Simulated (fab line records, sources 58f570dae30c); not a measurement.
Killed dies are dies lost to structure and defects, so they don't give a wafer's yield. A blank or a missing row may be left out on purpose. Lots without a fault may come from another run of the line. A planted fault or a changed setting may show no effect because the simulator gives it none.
Problem report in the 8D (eight disciplines) form, filled by code | flow berkeley_cmos170 | the parts of the form that need people (team, actions taken, sign-off) are left out

1. THE PROBLEM
beam_energy_keV at UCB170_PWELL_IMPLANT_15 reads a mean of 66.872 on 6 wafers of 2 lots; wafers without a fault read 60.001 with a standard deviation of 0.02. That is +99 or more standard deviations from the usual mean.
First seen on wafer L820.2, day 6 22:25, on implanter-03. The record holds 18 wafers of 6 lots with a number at this step. Rule for "out", or "out of limits": more than 4 standard deviations from the usual mean. The other wafers with a number count as sound.

2. WHAT IT IS AND WHAT IT IS NOT
question                    | is                     | is not
which readings at this step | beam_energy_keV        | -
which lots                  | L820, L821             | L803, L806, L824, L825
which wafers of those lots  | all that have a number | -
read on which tools         | implanter-03           | implanter-01, implanter-02
when                        | from day 6 22:25       | up to then (6 sound wafers); but 6 sound wafers of L824, L825 came after

3. SUSPECTS, AND WHAT RULES EACH OUT
Counting: a tool at a process step up to the reading stays a suspect if it ran every lot that is out and no sound lot after the first of them.
- rie_diel-01 at UCB170_PWELL_ETCH_14 (etches Si3N4 in CH3F/Ar/O2, stops on SiO2, target depth 242 nm, time 151 s): ruled out as a lasting fault. Sound lots L824 ran on it after its first lot that is out, L820 (day 6 22:18).
- implanter-03 at UCB170_PWELL_IMPLANT_15: kept. It ran every lot that is out, first L820 (day 6 22:25), and no sound lot after that; its last sound lot up to then is L803 (day 3 09:20). Its own readings are out on those wafers: beam_energy_keV.
Left after counting: implanter-03 at UCB170_PWELL_IMPLANT_15.

4. THE CAUSE (what the simulator had put in)
Process parameter drift: implanter-03, from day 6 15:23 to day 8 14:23, at UCB170_PWELL_IMPLANT_15. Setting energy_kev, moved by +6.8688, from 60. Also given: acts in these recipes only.
Counting left only this tool.

5. THE CHAIN OF EFFECTS, in route order
Each row: a reading whose mean over the struck wafers that have a number lies more than 3 standard deviations from the usual. Only readings for which the record gives a usual standard deviation are gone through. hours: the time from each lot's start at the first step in this table that gives one to its start at this step, as a median over the lots. sigmas: the change in usual standard deviations.
hours | step                    | reading         | usual  | on struck wafers | change | sigmas
0     | UCB170_PWELL_IMPLANT_15 | beam_energy_keV | 60.001 | 66.872           | +6.871 | +99 or more
The process steps in it:
- UCB170_PWELL_IMPLANT_15

6. WHAT WOULD HAVE CAUGHT IT SOONER
In this record the first reading out of limits was taken at day 6 22:25, 7 hours after the fault began at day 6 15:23.
